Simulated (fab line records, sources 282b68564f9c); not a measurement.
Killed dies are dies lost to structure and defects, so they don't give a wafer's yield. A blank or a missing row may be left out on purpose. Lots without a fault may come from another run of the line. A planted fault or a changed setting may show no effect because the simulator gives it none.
fab line records | flow rit_cmos
record lots=5 wafers=15 last_day=7
route steps=202 shown CONTACT@172 M1@184
lots that met no fault: from a run of the same line without faults
start_h: hours from the record's first day to the start of the lot's first wafer shown | wait_h: hours since the lot's step before | " the same as in the row above | L1.1+2: a row that stands for several wafers | - no value, or no start given | * or withheld: withheld | < > ~ a bound
route shown NAME@n: a module of which the file shows steps, and the number in the route of the first | usual: mean/standard deviation of fault-free wafers | same: alike in all rows | chamber/n: place in a boat | sites: the reading at each site | _std_site: their standard deviation | _edge_site: outer sites' mean less inner sites' | radius_mm: how far each site lies from the wafer's centre | mask NAME#n: copy n | behind: the tool/chamber that last shaped the wafer | hold: why the lot was held/for how many hours/how that ended | device: the transistor (n, p or np) that didn't switch | end of line: the same wafers' tests at the end of the route | a step without rows: its recipe alone | killed: dies lost to structure and defects at the first sort, not the wafer's yield | map: a wafer's dies, x killed, . not, _ none there
set.NAME: the setting as run; set.NAME@STEP: as run at that earlier step | model.NAME: the simulator's own value behind a step, which no gauge read
lots at some steps of the route; a table a step, a row a wafer
services: from which hour (start_h, from the record's first day; less than 0 if before it) a tool's chamber was out of use, for how many hours, and why
## steps
# step RIT_CONTACT_SOFTBAKE_04
# recipe resist=NOVOLAK temp_c=90 time_s=60
# step RIT_CONTACT_EXPOSE_05
# recipe mask_id=M11 na=0.6 source_shape=conventional sigma_outer=0.5 target_cd_nm=1000 dose_mj=244.7
# step RIT_CONTACT_PEB_06
# recipe resist=NOVOLAK temp_c=withheld time_s=withheld
# step RIT_CONTACT_DEVELOP_07
# recipe resist=NOVOLAK develop_time_s=120 dev_temp_c=23
# step RIT_CONTACT_CD_MEAS_08
# recipe target_cd_nm=1000
# usual cd_nm=1000.3/2.2
# columns lot.wafer tool chamber start_h wait_h cd_nm
L908.2 cd_sem-02 - 53.23 - 1004.1
L908.3 " - " " 1002.4
L908.6 " - " " 1003.4
L910.1 cd_sem-01 - 63.70 - 998.5
L910.2 " - " " 1001.1
L910.5 " - " " 998.9
L924.1 cd_sem-02 - 130.83 - 998.0
L924.4 " - " " 998.3
L924.5 " - " " 1000.7
L929.3 cd_sem-02 - 157.48 - 1000.4
L929.4 " - " " 997.0
L929.6 " - " " 999.9
L931.1 cd_sem-02 - 166.25 - 998.0
L931.3 " - " " 997.2
L931.5 " - " " 1000.4
# step RIT_CONTACT_OVL_MEAS_09
# usual CONTACT_OVL=-0.2/1.4
# columns lot.wafer tool chamber start_h wait_h CONTACT_OVL[nm]
L908.2 overlay-01 - 53.34 0.1 -1.0
L908.3 " - " " -0.9
L908.6 " - " " 0.8
L910.1 overlay-01 - 63.82 0.1 -1.4
L910.2 " - " " -1.1
L910.5 " - " " -2.2
L924.1 overlay-01 - 130.95 0.1 0.8
L924.4 " - " " 1.6
L924.5 " - " " 0.9
L929.3 overlay-01 - 157.57 0.1 -0.1
L929.4 " - " " 2.9
L929.6 " - " " 0.3
L931.1 overlay-01 - 166.37 0.1 -0.3
L931.3 " - " " 0.5
L931.5 " - " " 0.1
# step RIT_CONTACT_HARDBAKE_10
# recipe resist=NOVOLAK temp_c=140 time_s=60
# step RIT_CONTACT_ETCH_11
# recipe target_depth_a=4800 over_etch_frac=0.2 stop_on=TiSi2 chemistry=CHF3/CF4/Ar target=SiO2 CHF3_flow_sccm=50 cf4_flow_sccm=10 Ar_flow_sccm=100 O2_flow_sccm=5 pressure_mtorr=100 rf_w=200 time_s=320
# usual drypump_motor_current_A=5.9/0.36 oes_product_au=0.989/0.014 throttle_valve_pct=8.86/0.14
# columns lot.wafer tool chamber start_h wait_h drypump_motor_current_A oes_product_au rf_hours_counter_h throttle_valve_pct
L908.2 rie_diel-02 2 53.52 0.1 5.4 0.980 2 8.82
L908.3 " 3 " " 6.1 0.981 6 8.90
L908.6 " 2 " " 5.4 0.977 - 8.83
L910.1 rie_diel-03 2 64.01 0.1 6.2 1.013 151 8.77
L910.2 " 1 " " 5.5 0.985 116 8.91
L910.5 " 3 " " 6.4 1.000 - 8.86
L924.1 rie_diel-04 2 131.20 0.1 5.4 0.990 73 8.82
L924.4 " 3 " " 5.7 0.979 64 8.62
L924.5 " 0 " " 5.6 0.978 - 9.15
L929.3 rie_diel-03 2 157.84 0.2 6.3 1.009 - 8.77
L929.4 " 0 " " 5.3 0.990 - 8.84
L929.6 " 2 " " 6.3 1.017 - 8.77
L931.1 rie_diel-02 3 166.70 0.1 6.1 0.967 9 8.89
L931.3 " 1 " " 5.9 0.994 47 8.77
L931.5 " 2 " " 5.4 0.978 - 8.81
# step RIT_CONTACT_STRIP_12
# recipe chemistry=O2 time_s=180 resist=NOVOLAK platen_temp_c=withheld power_w=500 pressure_mtorr=4000 o2_flow_sccm=4000
# usual drypump_motor_current_A=5.4/0.49
# columns lot.wafer tool chamber start_h wait_h drypump_motor_current_A rf_hours_counter_h
L908.2 plasma_asher-02 1 53.71 0.1 5.4 40
L908.3 " 1 " " 5.4 -
L908.6 " 1 " " 5.4 -
L910.1 plasma_asher-04 0 64.20 0.1 5.2 28
L910.2 " 1 " " 5.6 28
L910.5 " 0 " " 5.2 -
L924.1 plasma_asher-04 1 131.40 0.1 5.5 36
L924.4 " 0 " " 5.2 -
L924.5 " 1 " " 5.5 -
L929.3 plasma_asher-04 1 158.10 0.2 5.6 -
L929.4 " 0 " " 5.2 -
L929.6 " 0 " " 5.2 -
L931.1 plasma_asher-01 0 166.89 0.1 6.2 54
L931.3 " 1 " " 4.8 -
L931.5 " 0 " " 6.2 -
# step RIT_CONTACT_CD_MEAS_90
# recipe target_cd_nm=1000
# usual cd_nm=1000.3/2.2
# columns lot.wafer tool chamber start_h wait_h cd_nm
L908.2 cd_sem-02 - 53.91 0.1 1003.9
L908.3 " - " " 1002.6
L908.6 " - " " 1003.0
L910.1 cd_sem-01 - 64.38 0.1 997.9
L910.2 " - " " 1000.8
L910.5 " - " " 999.6
L924.1 cd_sem-02 - 131.57 0.1 998.7
L924.4 " - " " 997.9
L924.5 " - " " 1000.9
L929.3 cd_sem-01 - 158.25 0.1 999.9
L929.4 " - " " 997.2
L929.6 " - " " 1000.0
L931.1 cd_sem-01 - 167.07 0.1 998.5
L931.3 " - " " 997.5
L931.5 " - " " 1000.1
# step RIT_CONTACT_CLEAN_13
# recipe chemistry=SC1 mix=3:3:50 time_s=600 temp_c=75
# step RIT_CONTACT_CLEAN_14
# recipe chemistry=SC2 mix=3:3:50 time_s=600 temp_c=75 dry=n2_spin
# step RIT_M1_SPUTTER_00
# recipe material=Al target_thk_nm=400 power_w=2000 chamber_pressure_pa=0.4195 gas=Ar time_s=500 substrate_temp_c=25
# usual throttle_valve_pct=30.4/1
# columns lot.wafer tool chamber start_h wait_h throttle_valve_pct model.Al_of_M1_SPUTTER_00.thk_nm
L908.2 pvd_sputter-01 - 54.63 0.0 29.4 389.2
L908.3 " - " " 28.8 393.6
L908.6 " - " " 29.8 394.9
L910.1 pvd_sputter-03 - 64.85 0.0 31.0 393.6
L910.2 " - " " 28.9 389.4
L910.5 " - " " 32.1 386.5
L924.1 pvd_sputter-03 - 132.04 0.0 30.6 389.8
L924.4 " - " " 31.9 381.4
L924.5 " - " " 31.0 575.1
L929.3 pvd_sputter-02 - 158.68 0.0 28.9 391.1
L929.4 " - " " 31.2 399.1
L929.6 " - " " 28.6 392.4
L931.1 pvd_sputter-02 - 167.54 0.0 30.9 389.7
L931.3 " - " " 31.0 393.8
L931.5 " - " " 31.0 389.5
# step RIT_M1_RS_MEAS_01
# recipe thk_meas_gauge=four-point-probe reads=Al_of_M1_SPUTTER_00
# usual M1_AL_RS=0.0751/0.0011
# columns lot.wafer tool chamber start_h wait_h M1_AL_RS[ohm/sq]
L908.2 film_metro-02 - 54.94 0.2 0.0758
L908.3 " - " " 0.0751
L908.6 " - " " 0.0747
L910.1 film_metro-01 - 65.14 0.1 0.0748
L910.2 " - " " 0.0757
L910.5 " - " " 0.0762
L924.1 film_metro-01 - 132.34 0.1 0.0757
L924.4 " - " " 0.0774
L924.5 " - " " 0.0507
L929.3 film_metro-03 - 159.02 0.2 0.0753
L929.4 " - " " 0.0737
L929.6 " - " " 0.0751
L931.1 film_metro-03 - 167.83 0.1 0.0756
L931.3 " - " " 0.0748
L931.5 " - " " 0.0756
# step RIT_M1_THK_MEAS_02
# recipe thk_meas_gauge=xrf reads=Al_of_M1_SPUTTER_00
# usual M1_AL_THK=393/6.1
# columns lot.wafer tool chamber start_h wait_h M1_AL_THK[nm]
L908.2 film_metro-02 - 55.05 0.1 387
L908.3 " - " " 392
L908.6 " - " " 393
L910.1 film_metro-01 - 65.26 0.1 395
L910.2 " - " " 392
L910.5 " - " " 391
L924.1 film_metro-01 - 132.46 0.1 387
L924.4 " - " " 381
L924.5 " - " " 576
L929.3 film_metro-03 - 159.12 0.1 393
L929.4 " - " " 401
L929.6 " - " " 394
L931.1 film_metro-03 - 167.95 0.1 392
L931.3 " - " " 396
L931.5 " - " " 389
# step RIT_M1_HMDS_03
# recipe prime_time_s=60 prime_temp_c=140
# step RIT_M1_COAT_04
# recipe resist=NOVOLAK spin_rpm=2000 resist_thk_nm=1300
# step RIT_M1_SOFTBAKE_05
# recipe resist=NOVOLAK temp_c=90 time_s=60
# step RIT_M1_EXPOSE_06
# recipe mask_id=M12 na=0.6 source_shape=conventional sigma_outer=0.5 target_cd_nm=2600 dose_mj=250
# step RIT_M1_PEB_07
# recipe resist=NOVOLAK temp_c=withheld time_s=withheld
# step RIT_M1_DEVELOP_08
# recipe resist=NOVOLAK develop_time_s=68 dev_temp_c=23
# step RIT_M1_CD_MEAS_09
# recipe target_cd_nm=2600
# usual cd_nm=2599.9/2.6
# columns lot.wafer tool chamber start_h wait_h cd_nm
L908.2 cd_sem-02 - 56.00 - 2600.9
L908.3 " - " " 2599.7
L908.6 " - " " 2600.5
L910.1 cd_sem-01 - 66.20 - 2604.5
L910.2 " - " " 2606.3
L910.5 " - " " 2607.6
L924.1 cd_sem-02 - 133.52 - 2601.6
L924.4 " - " " 2600.6
L924.5 " - " " 2600.6
L929.3 cd_sem-02 - 160.20 - 2602.8
L929.4 " - " " 2600.4
L929.6 " - " " 2601.8
L931.1 cd_sem-02 - 168.89 - 2600.8
L931.3 " - " " 2601.5
L931.5 " - " " 2600.5
# step RIT_M1_OVL_MEAS_10
# usual M1_OVL=-0.5/1.1
# columns lot.wafer tool chamber start_h wait_h M1_OVL[nm]
L908.2 overlay-02 - 56.11 0.1 -0.3
L908.3 " - " " 2.0
L908.6 " - " " -0.6
L910.1 overlay-01 - 66.32 0.1 0.7
L910.2 " - " " -0.3
L910.5 " - " " -0.8
L924.1 overlay-01 - 133.64 0.1 -0.2
L924.4 " - " " -1.5
L924.5 " - " " -1.8
L929.3 overlay-01 - 160.29 0.1 0.0
L929.4 " - " " 0.2
L929.6 " - " " -0.3
L931.1 overlay-01 - 169.01 0.1 -1.7
L931.3 " - " " -0.4
L931.5 " - " " -2.3
# step RIT_M1_HARDBAKE_11
# recipe resist=NOVOLAK temp_c=139 time_s=120
# step RIT_M1_METAL_ETCH_12
# recipe stop_on=SiO2 chemistry=Cl2/BCl3 target=Al time_s=165 over_etch_frac=0.5 pressure_mtorr=100 target_depth_a=6000 rf_w=250 Cl2_flow_sccm=60 bcl3_flow_sccm=50
# usual drypump_motor_current_A=6.30/0.24 oes_product_au=0.769/0.01 throttle_valve_pct=8.25/0.094
# columns lot.wafer tool chamber start_h wait_h drypump_motor_current_A oes_product_au rf_hours_counter_h throttle_valve_pct
L908.2 rie_metal-03 1 56.61 0.2 6.01 0.772 4 8.22
L908.3 " 1 " " 6.01 0.771 - 8.20
L908.6 " 0 " " 6.24 0.758 - 8.14
L910.1 rie_metal-02 0 66.61 0.2 6.61 0.775 37 8.15
L910.2 " 1 " " 6.06 0.757 36 8.27
L910.5 " 1 " " 6.06 0.760 - 8.27
L924.1 rie_metal-03 1 133.93 0.2 6.02 0.771 5 8.20
L924.4 " 0 " " 6.17 0.746 - 8.12
L924.5 " 0 " " 6.19 0.952 - 8.08
L929.3 rie_metal-02 1 160.62 0.2 6.06 0.775 - 8.28
L929.4 " 0 " " 6.60 0.779 - 8.16
L929.6 " 1 " " 6.06 0.786 - 8.29
L931.1 rie_metal-03 0 169.30 0.2 6.18 0.751 5 8.12
L931.3 " 0 " " 6.14 0.757 - 8.12
L931.5 " 1 " " 6.02 0.773 - 8.24
# step RIT_M1_STRIP_13
# recipe chemistry=nmp resist=NOVOLAK temp_c=80 time_s=600 dry=n2_spin
# step RIT_M1_PROBE_99
# usual defect_limited_yield=97.4/1.1 killed_at_M0_to_M3=0.0/0.14 killed_at_front_end=6.9/3 killed_dies=6.9/3 killed_open=3.5/2 killed_short=3.4/2.1
# same gross_dies=264 killed_at_M4_up=0 killed_at_back_side=0 killed_at_contacts=0 killed_at_other=0
# columns lot.wafer tool chamber start_h wait_h defect_limited_yield[%] killed_at_M0_to_M3 killed_at_front_end killed_dies killed_open killed_short model.etest.tester.sort_n_pass model.etest.tester.sort_yield_pct model.etest.tester.sort_bin_5_pct model.etest.m1_comb_over_steps.over_limit model.etest.ring.over_limit model.etest.m1.rs_ohm_sq model.etest.antenna_m1.vt_shift_v
L908.2 prober-01 - 59.24 0.1 95.8 0 11 11 3 8 253 95.83 1.894 0 0 0.07434 -0.01357
L908.3 prober-01 - 59.29 0.2 92.8 0 19 19 9 10 245 92.8 6.061 0 0 0.07366 -0.01256
L908.6 prober-01 - 59.44 0.2 94.7 0 14 14 6 8 250 94.7 2.652 0 0 0.07311 -0.01123
L910.1 prober-01 - 69.63 0.1 98.5 0 4 4 2 2 260 98.48 1.136 0 0 0.07339 -0.01188
L910.2 prober-01 - 69.68 0.1 98.9 0 3 3 1 2 261 98.86 0 0 0 0.07491 -0.009777
L910.5 prober-01 - 69.83 0.2 98.1 0 5 5 3 2 259 98.11 0.7576 0 0 0.075 -0.01247
L924.1 prober-01 - 136.20 0.1 97.3 0 7 7 3 4 257 97.35 1.136 0 0 0.07442 -0.008249
L924.4 prober-01 - 136.35 0.2 97.3 0 7 7 5 2 257 97.35 1.515 0 0 0.07683 -0.01315
L924.5 prober-01 - 136.40 0.2 96.2 4 6 10 2 4 0 0 3.788 1 1 0.05055 -0.001245
L929.3 prober-02 - 162.94 0.2 95.8 0 11 11 8 3 253 95.83 2.273 0 0 0.07386 -0.0115
L929.4 prober-02 - 162.99 0.2 97.3 0 7 7 4 3 257 97.35 2.273 0 0 0.07268 -0.009065
L929.6 prober-02 - 163.09 0.2 97.0 0 8 8 3 5 256 96.97 1.136 0 0 0.07388 -0.01382
L931.1 prober-02 - 171.55 0.1 98.1 0 5 5 1 4 259 98.11 0.7576 0 0 0.07425 -0.01171
L931.3 prober-02 - 171.65 0.2 95.8 0 11 11 8 3 253 95.83 1.894 0 0 0.07353 -0.006634
L931.5 prober-02 - 171.75 0.2 97.7 0 6 6 4 2 258 97.73 1.515 0 0 0.07455 -0.009369
# killed by level:class
L908.2 GATE:geometric_particle:short=5 FOX2:geometric_particle:short=2 GATE:geometric_particle:open=2 FOX1:geometric_particle:short=1 SPACER:geometric_particle:open=1
L908.3 GATE:geometric_particle:open=5 FOX1:geometric_particle:short=4 GATE:geometric_particle:short=4 FOX1:geometric_particle:open=1 FOX2:geometric_particle:short=1 FOX2:geometric_particle:open=1 REOX:geometric_particle:open=1 SPACER:geometric_particle:short=1
L908.6 SPACER:geometric_particle:short=4 GATE:geometric_particle:short=3 FOX1:geometric_particle:open=2 GATE:geometric_particle:open=2 FOX1:geometric_particle:short=1 REOX:geometric_particle:open=1 SPACER:geometric_particle:open=1
L910.1 GATE:geometric_particle:open=1 GATE:geometric_particle:short=1 REOX:geometric_particle:open=1 SILICIDE:geometric_particle:short=1
L910.2 FOX2:geometric_particle:short=1 REOX:geometric_particle:short=1 SPACER:geometric_particle:open=1
L910.5 ACTIVE:geometric_particle:open=1 FOX1:geometric_particle:short=1 GATE:geometric_particle:short=1 GATE:geometric_particle:open=1 SILICIDE:geometric_particle:open=1
L924.1 SPACER:geometric_particle:short=2 GATE:geometric_particle:short=1 GATE:geometric_particle:open=1 SPACER:geometric_particle:open=1 SILICIDE:geometric_particle:short=1 SILICIDE:geometric_particle:open=1
L924.4 GATE:geometric_particle:open=4 FOX1:geometric_particle:short=1 REOX:geometric_particle:short=1 SILICIDE:geometric_particle:open=1
L924.5 M1:area_etch=4 GATE:geometric_particle:short=2 SPACER:geometric_particle:open=2 SILICIDE:geometric_particle:short=2
L929.3 GATE:geometric_particle:open=4 FOX1:geometric_particle:open=2 REOX:geometric_particle:short=2 GATE:geometric_particle:short=1 SPACER:geometric_particle:open=1 SILICIDE:geometric_particle:open=1
L929.4 FOX1:geometric_particle:open=1 FOX2:geometric_particle:short=1 FOX2:geometric_particle:open=1 GATE:geometric_particle:open=1 GATE:geometric_particle:short=1 REOX:geometric_particle:open=1 SPACER:geometric_particle:short=1
L929.6 GATE:geometric_particle:open=2 GATE:geometric_particle:short=2 SPACER:geometric_particle:short=2 REOX:geometric_particle:open=1 REOX:geometric_particle:short=1
L931.1 GATE:geometric_particle:short=3 FOX1:geometric_particle:short=1 FOX2:geometric_particle:open=1
L931.3 FOX1:geometric_particle:open=3 GATE:geometric_particle:open=3 GATE:geometric_particle:short=2 REOX:geometric_particle:open=2 FOX2:geometric_particle:short=1
L931.5 SPACER:geometric_particle:open=2 FOX1:geometric_particle:short=1 FOX1:geometric_particle:open=1 GATE:geometric_particle:short=1 GATE:geometric_particle:open=1
# map L924.5 (x killed, . not)
________......._______
_____.............____
____...............___
___.................__
__..................._
__.........x........._
_...........x..x......
_.....x.......xx......
_.....................
_.........x.....x...x.
__..................._
__..................._
___.................__
____...............___
_____.............____
________......x_______
# map L910.5 (x killed, . not)
________......._______
_____.............____
____...............___
___.................__
__..................._
__..................._
_.....................
_.....................
_.............x.x.....
_.....................
__.......x..........._
__..................._
___x................__
____...............___
_____............x____
________......._______
## services
# columns tool chamber start_h hours kind
rie_metal-03 0 40.45 1.5 repair
rie_metal-02 0 52.67 13.4 repair
rie_diel-04 - 54.48 0.2 repair
rie_diel-03 0 68.01 - clean
rie_diel-03 0 68.01 17.0 scheduled_down
rie_diel-03 0 68.01 17.0 vent_cycle
rie_metal-03 - 68.85 1.4 pm
plasma_asher-02 - 70.02 8.1 repair
plasma_asher-01 - 74.99 3.2 repair
rie_diel-04 2 85.36 21.6 repair
rie_metal-03 0 87.60 15.7 repair
plasma_asher-01 - 90.39 5.1 repair
pvd_sputter-02 - 91.07 1.3 repair
plasma_asher-02 - 108.75 9.0 pm
rie_diel-03 2 115.14 2.8 repair
plasma_asher-01 - 115.79 4.3 repair
pvd_sputter-01 - 121.45 1.4 repair
rie_metal-02 - 136.12 20.0 pm
rie_diel-03 - 144.74 0.5 repair
rie_diel-04 - 147.46 14.6 pm
rie_metal-03 - 157.43 2.0 repair
rie_diel-04 1 163.28 4.6 repair
rie_diel-04 - 164.24 0.5 repair
rie_diel-04 - 167.41 0.2 repair
## key
first_sign step=RIT_M1_RS_MEAS_01 reading=M1_AL_RS direction=down sigmas=22 usual=0.0751 struck=0.0507
effect step=RIT_M1_THK_MEAS_02 reading=M1_AL_THK direction=up sigmas=30 usual=393 struck=576
effect step=RIT_M1_METAL_ETCH_12 reading=oes_product_au direction=up sigmas=18 usual=0.769 struck=0.952
effect step=RIT_M1_PROBE_99 reading=killed_at_M0_to_M3 direction=up sigmas=4 usual=0.0 struck=4
model_effect step=RIT_M1_SPUTTER_00 value=Al_of_M1_SPUTTER_00.thk_nm without=384.1 struck=575.1
model_effect step=RIT_M1_PROBE_99 value=etest.tester.sort_n_pass without=258 struck=0
met_at RIT_M1_SPUTTER_00
struck_wafers L924.5
fault kind=process_parameter_drift tool=pvd_sputter-03 chamber=- onset_h=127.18 steps=RIT_M1_SPUTTER_00 channel=target_thk_nm offset=193.23 shape=step end_h=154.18 acts_in=these_recipes_only stated=400 scope=struck_wafers_only
